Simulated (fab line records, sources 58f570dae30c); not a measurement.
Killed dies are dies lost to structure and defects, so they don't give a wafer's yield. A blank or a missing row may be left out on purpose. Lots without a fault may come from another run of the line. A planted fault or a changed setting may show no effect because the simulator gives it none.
Which tool did it? | flow berkeley_cmos170 | 13 lots, 39 wafers sampled, at 4 steps of a route of 331

WHAT THE GAUGES READ, wafer by wafer
UCB170_ACTIVE_THK_MEAS_06.
lot  | measured    | on            | ACTIVE_NITRIDE_THK (nm)
L285 | day 4 15:55 | film_metro-02 | 223.5 222.7 221.7
L286 | day 5 05:50 | film_metro-03 | 218.8 219.3 218.6
L288 | day 5 17:32 | film_metro-02 | 218.8 220.8 221.0
L289 | day 5 17:32 | film_metro-04 | 223.5 223.9 223.6
L291 | day 6 10:22 | film_metro-03 | 221.9 222.5 223.4
L295 | day 7 04:28 | film_metro-04 | 223.2 222.7 221.7
L296 | day 7 04:25 | film_metro-03 | 220.1 220.5 220.4
L298 | day 7 17:32 | film_metro-03 | 219.2 219.0 218.6
L299 | day 7 17:32 | film_metro-04 | 221.9 223.4 223.2
L300 | day 7 17:36 | film_metro-03 | 220.7 219.7 221.7
L302 | day 8 09:58 | film_metro-02 | 216.8 214.2 215.7
L307 | day 9 15:35 | film_metro-02 | 274.6 270.9 273.6
L308 | day 9 15:30 | film_metro-04 | 218.8 221.1 219.4

WHICH TOOL RAN EACH LOT (tool, then ch and the chambers of the sampled wafers, then the start)
lot  | UCB170_ZERO_SOFTBAKE_02          | UCB170_ZERO_STRIP_07                | UCB170_ACTIVE_CVD_05
L285 | litho_track-04 ch 0, day 1 22:13 | plasma_asher-03 ch 0,1, day 1 22:54 | lpcvd-02 ch 1, day 4 13:03
L286 | litho_track-03 ch 0, day 2 03:49 | plasma_asher-04 ch 0,1, day 2 05:44 | lpcvd-02 ch 1, day 5 02:58
L288 | litho_track-01 ch 0, day 2 13:26 | plasma_asher-03 ch 1, day 2 14:07   | lpcvd-01 ch 0, day 5 15:37
L289 | litho_track-03 ch 0, day 2 18:30 | plasma_asher-01 ch 0,1, day 2 19:10 | lpcvd-01 ch 1, day 5 15:37
L291 | litho_track-04 ch 0, day 3 06:55 | plasma_asher-04 ch 1, day 3 07:36   | lpcvd-01 ch 0, day 6 08:26
L295 | litho_track-01 ch 0, day 4 05:59 | plasma_asher-03 ch 0,1, day 4 06:53 | lpcvd-01 ch 1, day 7 02:29
L296 | litho_track-03 ch 0, day 4 06:14 | plasma_asher-01 ch 0,1, day 4 07:19 | lpcvd-01 ch 0, day 7 02:29
L298 | litho_track-03 ch 0, day 4 11:32 | plasma_asher-01 ch 0,1, day 4 12:05 | lpcvd-02 ch 0, day 7 14:40
L299 | litho_track-04 ch 0, day 4 19:42 | plasma_asher-01 ch 0,1, day 4 20:52 | lpcvd-02 ch 1, day 7 14:40
L300 | litho_track-01 ch 0, day 5 00:53 | plasma_asher-03 ch 0,1, day 5 01:41 | lpcvd-02 ch 1, day 7 14:40
L302 | litho_track-03 ch 0, day 5 11:08 | plasma_asher-01 ch 0,1, day 5 11:40 | lpcvd-02 ch 0, day 8 07:04
L307 | litho_track-04 ch 0, day 6 09:52 | plasma_asher-03 ch 0,1, day 6 12:13 | lpcvd-01 ch 1, day 9 12:37
L308 | litho_track-01 ch 0, day 6 14:48 | plasma_asher-01 ch 1, day 6 15:34   | lpcvd-01 ch 0, day 9 12:37
- UCB170_ZERO_SOFTBAKE_02: time 61.38 s.
- UCB170_ZERO_STRIP_07: strips in O2.
- UCB170_ACTIVE_CVD_05: deposits Si3N4 from SiH2Cl2/NH3, target thk 220 nm, time 3300 s.

WHAT THE TOOLS THEMSELVES READ (means of the sampled wafers that have a number; where no wafer has one, the mark that the record gives instead)
UCB170_ZERO_SOFTBAKE_02.
lot  | tool           | chill_plate_temp_C (C) | plate_sensor_t_centre_C (C) | plate_sensor_t_edge_C (C)
L285 | litho_track-04 | 22.90                  | 131.41                      | 131.53
L286 | litho_track-03 | 22.91                  | 131.40                      | 131.53
L288 | litho_track-01 | 22.97                  | 131.40                      | 131.54
L289 | litho_track-03 | 22.83                  | 131.41                      | 131.53
L291 | litho_track-04 | 23.02                  | 131.41                      | 131.53
L295 | litho_track-01 | 23.08                  | 131.40                      | 131.53
L296 | litho_track-03 | 22.93                  | 131.40                      | 131.53
L298 | litho_track-03 | 23.00                  | 131.41                      | 131.53
L299 | litho_track-04 | 22.92                  | 131.41                      | 131.53
L300 | litho_track-01 | 22.94                  | 131.41                      | 131.53
L302 | litho_track-03 | 22.94                  | 131.41                      | 131.53
L307 | litho_track-04 | 22.91                  | 131.41                      | 131.53
L308 | litho_track-01 | 22.91                  | 131.41                      | 131.53

UCB170_ZERO_STRIP_07.
lot  | tool            | drypump_motor_current_A (A) | oes_product_au (a.u.) | strip_time_to_endpoint_s (s)
L285 | plasma_asher-03 | 5.40                        | 0.723                 | 21.43
L286 | plasma_asher-04 | 5.69                        | 0.726                 | 21.45
L288 | plasma_asher-03 | 5.36                        | 0.729                 | 21.51
L289 | plasma_asher-01 | 5.42                        | 0.727                 | 21.51
L291 | plasma_asher-04 | 5.47                        | 0.724                 | 21.54
L295 | plasma_asher-03 | 5.41                        | 0.733                 | 21.54
L296 | plasma_asher-01 | 5.42                        | 0.726                 | 21.40
L298 | plasma_asher-01 | 5.42                        | 0.727                 | 21.52
L299 | plasma_asher-01 | 5.40                        | 0.730                 | 21.30
L300 | plasma_asher-03 | 5.45                        | 0.728                 | 21.59
L302 | plasma_asher-01 | 5.43                        | 0.727                 | 21.61
L307 | plasma_asher-03 | 5.46                        | 0.725                 | 21.45
L308 | plasma_asher-01 | 5.45                        | 0.727                 | 21.43

UCB170_ACTIVE_CVD_05.
lot  | tool     | nh3_flow_sccm (sccm) | spike_tc_load_C (C)
L285 | lpcvd-02 | 75.02                | 821.8
L286 | lpcvd-02 | 75.11                | 822.4
L288 | lpcvd-01 | 75.12                | 827.1
L289 | lpcvd-01 | 74.92                | 826.7
L291 | lpcvd-01 | 75.22                | 826.0
L295 | lpcvd-01 | 75.02                | 827.7
L296 | lpcvd-01 | 75.00                | 826.1
L298 | lpcvd-02 | 74.54                | 826.3
L299 | lpcvd-02 | 75.31                | 822.7
L300 | lpcvd-02 | 74.92                | 823.8
L302 | lpcvd-02 | 74.85                | 826.3
L307 | lpcvd-01 | 75.21                | 827.0
L308 | lpcvd-01 | 75.06                | 824.8

THE ANSWER, worked out from the rows above alone
Rule: what is usual is taken from the lots themselves. Put in order of their means at a reading, lots are off if they are a third of the lots or fewer, leave a main group of 4 or more, and stand apart from it by a gap of 3 or more times the standard deviation of the main group's means; of several such gaps the widest counts. A main group whose means are all the same, to the digits that the tables above print for the reading, isn't used. A lot without any number at a reading at which 4 lots or more have one is off too. The other lots that the step has rows for count as sound. The gauges are gone through in route order, then the tools' own readings, and for those a lot's mean is taken as printed above. The first step at which some lot is off is used, and at that step the reading that is off furthest; a lot without a number counts as furthest.
Off: L307, at UCB170_ACTIVE_THK_MEAS_06 (ACTIVE_NITRIDE_THK). The main group: mean 220.7 nm, standard deviation 2.2.
A tool fits if, at a process step before that reading, it ran every lot that is off, and no sound lot after the first of them. The gauges at UCB170_ACTIVE_THK_MEAS_06 are tried like those tools. Can't be told from this: 4 tools fit, litho_track-04 at UCB170_ZERO_SOFTBAKE_02, plasma_asher-03 at UCB170_ZERO_STRIP_07, lpcvd-01 at UCB170_ACTIVE_CVD_05, film_metro-02 at UCB170_ACTIVE_THK_MEAS_06.

WHAT THE SIMULATOR HAD PUT IN
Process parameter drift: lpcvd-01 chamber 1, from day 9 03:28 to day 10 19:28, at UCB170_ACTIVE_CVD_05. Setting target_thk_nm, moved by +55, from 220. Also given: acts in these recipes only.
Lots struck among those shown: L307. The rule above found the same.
